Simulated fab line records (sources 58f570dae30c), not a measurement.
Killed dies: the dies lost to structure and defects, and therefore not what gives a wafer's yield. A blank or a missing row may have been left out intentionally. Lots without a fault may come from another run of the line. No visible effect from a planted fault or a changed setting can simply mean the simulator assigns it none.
Struck lot and sound lot, side by side ; flow berkeley-cmos170 ; 16 steps out of a route of 331
Sound: the wafers L558.1, L558.4, L558.5. Struck: wafers L565.1, L565.4 (left out: L565.2, a lot-mate that was not struck); the cause follows at the end.
Per side, at each step with rows, come the tool, then ch with its chambers, and then its first start. Under that, the readings that differ: sound wafers ; struck wafers ; difference of the means ; sigmas: that difference in standard deviations of wafers without a fault.
alike: readings whose means differ by less than 2 such deviations, and words and numbers that are the same on both sides. not compared: withheld readings, readings that some wafer has no value for, bounds like >300 that may hide the same value, and numbers for which the record gives no deviation and whose values overlap.
Wherever a step has rows on one side only, a row that says differs or no value, or a row with sigmas, the two part there. When numbers do not overlap yet have no deviation, they are printed without sigmas and do not part them. A reading that every wafer of one side lacks parts them only if that side has two wafers or more.

first, 5 steps without rows for these wafers: UCB170_M1_COAT_04 (resist thk 900 nm); UCB170_M1_SOFTBAKE_05 (time 60 s); UCB170_M1_EXPOSE_06 (exposes mask METAL1, target cd 700 nm); UCB170_M1_PEB_07; UCB170_M1_DEVELOP_08 (develop time 45 s).
UCB170_M1_CD_MEAS_09: the cd target is 700 nm.
  sound on cd-sem-02, day 9 15:47; struck on cd-sem-02, day 10 20:28
  alike: cd-nm
UCB170_M1_OVL_MEAS_10:
  sound on overlay-02, day 9 15:54; struck on overlay-01, day 10 20:35
  alike: M1_OVL
UCB170_M1_ETCH_11: etches BARC in N2/H2.
  sound on rie-diel-01 ch 0,2, day 9 15:56; struck on rie-diel-01 ch 2,3, day 10 20:38
reading;sound;struck;difference;sigmas
oes-product-au (a.u.);0.971 0.973 0.972;0.986 1.024;+0.033;+2
  alike: chamber-pressure-mTorr, drypump-motor-current-A, throttle-valve-pct
UCB170_M1_METAL_ETCH_12: etches Al in Cl2/BCl3, stops on PSG, target depth 780 nm, time 130 s.
  sound on rie-metal-01 ch 0,1, day 9 15:59; struck on rie-metal-03 ch 0,1, day 10 20:40
reading;sound;struck;difference;sigmas
throttle-valve-pct (%);24.07 24.07 24.60;24.74 24.86;+0.55;+2
  alike: chamber-pressure-mTorr, drypump-motor-current-A, oes-product-au
  not compared: rf-hours-counter-h
UCB170_M1_STRIP_13: strips in O2.
  sound on plasma-asher-04 ch 0,1, day 9 16:07; struck on plasma-asher-04 ch 0, day 10 20:48
  alike: chamber-pressure-mTorr, drypump-motor-current-A, oes-product-au
  not compared: rf-hours-counter-h
UCB170_M1_CD_MEAS_90: the cd target is 700 nm.
  sound on cd-sem-01, day 9 16:13; struck on cd-sem-02, day 10 20:54
  alike: cd-nm
then, 1 step without rows for these wafers: UCB170_M1_ANNEAL_14 (time 1200 s).
UCB170_V1_CVD_00: deposits SiO2 from TEOS/O2, target thk 2000 nm, time 250 s.
  sound on pecvd-04 ch 1,2, day 9 18:56; struck on pecvd-04 ch 1, day 10 22:22
reading;sound;struck;difference;sigmas
rf-fwd-power-W (W);550.6 547.6 547.0;483.5 483.2;-65.0;-38
model.SiO2_of_V1_CVD_00.thk-nm (nm);1999 1995 2007;1933 1945;-61;
  alike: heater-power-w
UCB170_V1_THK_MEAS_01:
  sound on film-metro-01, day 9 19:06; struck on film-metro-01, day 10 22:31
reading;sound;struck;difference;sigmas
V1_TEOS_THK (nm);1997 1995 2006;1933 1943;-61;-3
UCB170_V1_CMP_02: polishes SiO2.
  sound on cmp-02 ch 0,1,3, day 9 19:16; struck on cmp-02 ch 2,3, day 10 22:34
  alike: edge-zone-pressure-frac, motor-current-A, slurry-flow-ml-min
UCB170_M3_PROBE_99:
  rows exist in the record for the sound wafers here (prober-02, day 10 07:10), none for the struck ones

WHERE THEY PART
First at UCB170_M1_ETCH_11; last, within this record, at UCB170_M3_PROBE_99.

WHY: the cause the simulator had injected
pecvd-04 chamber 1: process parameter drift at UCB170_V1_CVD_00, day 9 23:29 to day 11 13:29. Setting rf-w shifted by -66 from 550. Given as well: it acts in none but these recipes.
